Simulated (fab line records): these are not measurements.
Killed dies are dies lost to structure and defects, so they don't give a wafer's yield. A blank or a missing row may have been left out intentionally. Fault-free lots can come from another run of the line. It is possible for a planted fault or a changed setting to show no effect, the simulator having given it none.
A single fault, viewed from 2 desks + flow berkeley_cmos170 + each desk has only its own numbers; what lay behind them comes last

## METROLOGY DESK
What the gauges read, lot by lot, whatever tool the lot ran on: means of the sampled wafers that have a number. If a lot's mean is further than 4 standard deviations from the usual mean, the lot is out of limits and carries the mark OUT (the distance appears in the brackets).
Columns: A = NSD_TW at UCB170_NSD_TW_MEAS_10, usual 4214
| lot  | first seen here | A                    |
|------|-----------------|----------------------|
| L960 | day 6 10:16     | 4187                 |
| L961 | day 6 10:30     | 4207                 |
| L964 | day 7 10:35     | 4232                 |
| L966 | day 7 19:36     | 30 (-99 or more) OUT |
| L967 | day 8 14:45     | 4219                 |
| L974 | day 9 14:37     | 4244                 |
| L976 | day 9 15:58     | 4251                 |
| L972 | day 9 16:18     | 4250                 |
| L973 | day 9 16:42     | 4207                 |
| L978 | day 10 06:29    | 4192                 |
| L979 | day 10 14:16    | 4177                 |
| L981 | day 11 06:31    | 4173                 |
| L982 | day 11 06:37    | 4192                 |
This desk's finding: out of limits on L966; first on L966, day 7 19:36 (NSD_TW at UCB170_NSD_TW_MEAS_10). In limits: L960, L961, L964, L967, L974, L976, L972, L973, L978, L979, L981, L982.

## DESK OF THE TOOL OWNER: plasma_asher-02
The tool's own readings at UCB170_PSD_STRIP_09 (strips in O2): means of the sampled wafers that have a number, for each lot that ran on this tool. If a lot's mean is further than 4 standard deviations from the usual mean, the lot is out of limits and carries the mark OUT (the distance appears in the brackets).
Columns: A = drypump_motor_current_A at UCB170_PSD_STRIP_09, usual 5.9 A; B = oes_product_au at UCB170_PSD_STRIP_09, usual 0.600 a.u.; C = strip_time_to_endpoint_s at UCB170_PSD_STRIP_09, usual 29.38 s
| lot  | first seen here | A   | B               | C     |
|------|-----------------|-----|-----------------|-------|
| L964 | day 7 08:52     | 6.6 | 0.602           | 29.44 |
| L966 | day 7 17:53     | 6.6 | 0.438 (-38) OUT | -     |
| L981 | day 11 04:06    | 6.5 | 0.602           | 29.32 |
| L982 | day 11 04:26    | 6.5 | 0.604           | 29.32 |
This desk finds L966 out of limits, L966 being first, at day 7 17:53 (oes_product_au at UCB170_PSD_STRIP_09). In limits: L964, L981, L982.

## PUT TOGETHER
At day 7 17:53, on L966, the tool owner's desk was in a position to raise an alarm.
An alarm was possible from the metrology desk at day 7 19:36, on L966.
Of the lots named, all ran UCB170_PSD_STRIP_09 on plasma_asher-02.

## WHAT HAD BEEN PUT IN BY THE SIMULATOR
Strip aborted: plasma_asher-02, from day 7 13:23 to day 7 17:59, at UCB170_PSD_STRIP_09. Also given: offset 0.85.
Struck lots among those shown: L966.
Counting hours from when the fault started, the first reading out of limits came at 5 for the tool owner's desk and at 6 for the metrology desk.
